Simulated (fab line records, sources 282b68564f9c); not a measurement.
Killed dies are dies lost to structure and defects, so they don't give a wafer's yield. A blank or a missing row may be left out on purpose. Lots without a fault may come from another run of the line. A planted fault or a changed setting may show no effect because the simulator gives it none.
A struck lot beside a sound one | flow rit_cmos | 14 steps out of a route of 202
Sound: wafers L789.2, L789.4, L789.5. Struck: wafer L793.3. (L793.2, L793.4 of the same lot were not struck and are left out.) The cause comes at the end.
At each step with rows: each side's tool, then ch and its chambers, then its first start. Under that, the readings that differ: sound wafers | struck wafers | difference of the means | sigmas: that difference in standard deviations of wafers without a fault.
alike: readings whose means differ by less than 2 such deviations, and words and numbers that are the same on both sides. not compared: withheld readings, readings that some wafer has no value for, bounds like >300 that may hide the same value, and numbers for which the record gives no deviation and whose values overlap.
The two part at a step that has a row with sigmas, a row that says differs or no value, or rows on one side only. Numbers that don't overlap but have no deviation are shown without sigmas and don't part them. A reading that every wafer of one side lacks parts them only if that side has two wafers or more.

RIT_GATE_THK_MEAS_07:
  sound on film_metro-01, day 5 08:46; struck on film_metro-01, day 6 05:28
  alike: GATE_OXIDE_THK
then, 1 step without rows for these wafers: RIT_GATE_CVD_08 (deposits poly-Si from SiH4, target thk 250 nm, time 2220 s).
RIT_GATE_THK_MEAS_09:
  sound on film_metro-02, day 5 10:27; struck on film_metro-02, day 6 07:08
  alike: GATE_POLY_THK
then, 6 steps without rows for these wafers: RIT_GATE_HMDS_10 (prime time 60 s); RIT_GATE_COAT_11 (resist thk 850 nm); RIT_GATE_SOFTBAKE_12 (time 60 s); RIT_GATE_EXPOSE_13 (exposes mask M6, target cd 150 nm); RIT_GATE_PEB_14; RIT_GATE_DEVELOP_15 (develop time 50 s).
RIT_GATE_CD_MEAS_16: target cd 150 nm.
  sound on cd_sem-02, day 5 11:34; struck on cd_sem-02, day 6 08:03
  reading    | sound             | struck | difference | sigmas
  cd_nm (nm) | 155.8 157.6 155.6 | 151.1  | -5.2       | -2
RIT_GATE_OVL_MEAS_17:
  sound on overlay-01, day 5 11:41; struck on overlay-01, day 6 08:10
  reading       | sound          | struck | difference | sigmas
  GATE_OVL (nm) | -0.6 -1.5 -0.2 | 3.2    | +4.0       | +2
then, 1 step without rows for these wafers: RIT_GATE_HARDBAKE_18 (time 60 s).
RIT_GATE_ETCH_19: etches poly-Si in SF6/CHF3/O2, stops on SiO2, time 165 s, target depth 312.5 nm.
  sound on rie_si-02 ch 1,2, day 5 11:52; struck on rie_si-02 ch 3, day 6 08:20
  reading                                   | sound             | struck | difference | sigmas
  oes_product_au (a.u.)                     | 0.859 0.846 0.863 | 1.028  | +0.172     | +14
  run_length_s (s)                          | 193.4 193.6 192.9 | 152.1  | -41.2      | -99 or more
  model.NOVOLAK_of_GATE_COAT_11.thk_nm (nm) | 674.1 672.2 673.2 | 693.5  | +20.3      |
  model.GATE.feature_depth_nm (nm)          | 246.9 248.6 247.5 | 233.3  | -14.4      |
  model.etch.depth_nm (nm)                  | 246.9 248.6 247.5 | 233.3  | -14.4      |
  alike: drypump_motor_current_A, throttle_valve_pct
  not compared: rf_hours_counter_h
RIT_GATE_STRIP_20: strips in O2, time 180 s.
  sound on plasma_asher-04 ch 0,1, day 5 11:58; struck on plasma_asher-04 ch 1, day 6 08:27
  alike: drypump_motor_current_A
  not compared: rf_hours_counter_h

WHERE THEY PART
First at RIT_GATE_CD_MEAS_16; last, within this record, at RIT_GATE_ETCH_19. Later steps at which nothing parts them and some readings are alike: RIT_GATE_STRIP_20.

WHY: what the simulator had put in
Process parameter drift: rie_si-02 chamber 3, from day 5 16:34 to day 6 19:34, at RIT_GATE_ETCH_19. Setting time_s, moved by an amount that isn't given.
